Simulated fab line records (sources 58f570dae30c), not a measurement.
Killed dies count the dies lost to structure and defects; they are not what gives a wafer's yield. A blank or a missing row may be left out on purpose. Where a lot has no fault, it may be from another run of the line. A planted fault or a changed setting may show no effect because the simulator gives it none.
Which tool did it? + flow berkeley-cmos170 + 42 wafers from 14 lots sampled at 2 of the route's 331 steps

WHAT THE GAUGES SHOWED, per wafer
UCB170_SDANNEAL_RS_MEAS_02: uses a four-point probe to measure.
| lot  | measured     | on            | PSD_RS (ohm/sq)   |
|------|--------------|---------------|-------------------|
| L751 | day 6 16:53  | film-metro-04 | 75.78 75.76 75.54 |
| L752 | day 6 23:40  | film-metro-04 | 75.31 75.45 75.50 |
| L754 | day 7 13:50  | film-metro-02 | 75.18 75.36 75.21 |
| L755 | day 7 13:53  | film-metro-01 | 75.31 75.27 75.15 |
| L753 | day 7 14:12  | film-metro-04 | 75.07 74.91 75.29 |
| L756 | day 7 14:22  | film-metro-01 | 75.53 75.39 75.38 |
| L757 | day 8 06:41  | film-metro-01 | 75.18 75.36 75.52 |
| L761 | day 8 16:03  | film-metro-04 | 76.13 75.83 75.92 |
| L764 | day 9 07:31  | film-metro-01 | 75.42 75.37 75.30 |
| L767 | day 9 21:16  | film-metro-01 | 75.59 75.46 75.08 |
| L768 | day 10 05:01 | film-metro-01 | 75.34 75.32 75.22 |
| L771 | day 10 18:38 | film-metro-02 | 76.01 75.68 76.27 |
| L772 | day 10 19:01 | film-metro-04 | 75.62 75.92 75.80 |
| L773 | day 11 08:47 | film-metro-02 | 75.74 75.45 75.93 |

UCB170_CONTACT_OVL_MEAS_16.
| lot  | measured     | on         | CONTACT_OVL (nm) |
|------|--------------|------------|------------------|
| L751 | day 6 22:10  | overlay-01 | 3 9 4            |
| L752 | day 7 04:32  | overlay-01 | 15 13 13         |
| L754 | day 7 18:38  | overlay-02 | 6 2 17           |
| L755 | day 7 18:53  | overlay-01 | 8 13 6           |
| L753 | day 7 21:39  | overlay-01 | 0 -2 1           |
| L756 | day 7 22:15  | overlay-02 | 2 11 7           |
| L757 | day 8 14:21  | overlay-01 | 13 5 5           |
| L761 | day 8 20:47  | overlay-01 | 5 9 2            |
| L764 | day 9 15:35  | overlay-01 | 6 10 14          |
| L767 | day 10 02:11 | overlay-02 | 8 15 17          |
| L768 | day 10 10:54 | overlay-01 | 6 11 10          |
| L771 | day 10 23:14 | overlay-01 | -3 5 2           |
| L772 | day 11 01:01 | overlay-01 | -9 -2 -4         |
| L773 | day 11 15:14 | overlay-02 | 0 -8 -11         |

WHICH TOOL RAN EACH LOT (tool, then ch and the chambers of the sampled wafers, then the start)
The record shows no process step preceding these readings.

WHAT THE TOOLS THEMSELVES READ (means of the sampled wafers that have a number; where no wafer has one, the mark that the record gives instead)
The record holds no such reading with a usual standard deviation.

THE ANSWER, worked out from the rows above alone
Rule: what is usual is taken from the lots themselves. Put in order of their means at a reading, lots are off if they are a third of the lots or fewer, leave a main group of 4 or more, and stand apart from it by a gap of 3 or more times the standard deviation of the main group's means; of several such gaps the widest counts. Not used: any main group whose means are identical at the precision the tables above print for the reading. Also off: a lot with no number at a reading for which 4 or more lots have one. Where the step has rows for the other lots, those lots are counted as sound. Order of review: gauges by route order, followed by the tools' own readings, for which a lot's mean as printed above is used. At the first step where some lot is off, the reading lying furthest off is the one used; lots without a number count as furthest.
No lot is off at any reading shown: from this, nothing can be told.

WHAT WAS PUT IN BY THE SIMULATOR
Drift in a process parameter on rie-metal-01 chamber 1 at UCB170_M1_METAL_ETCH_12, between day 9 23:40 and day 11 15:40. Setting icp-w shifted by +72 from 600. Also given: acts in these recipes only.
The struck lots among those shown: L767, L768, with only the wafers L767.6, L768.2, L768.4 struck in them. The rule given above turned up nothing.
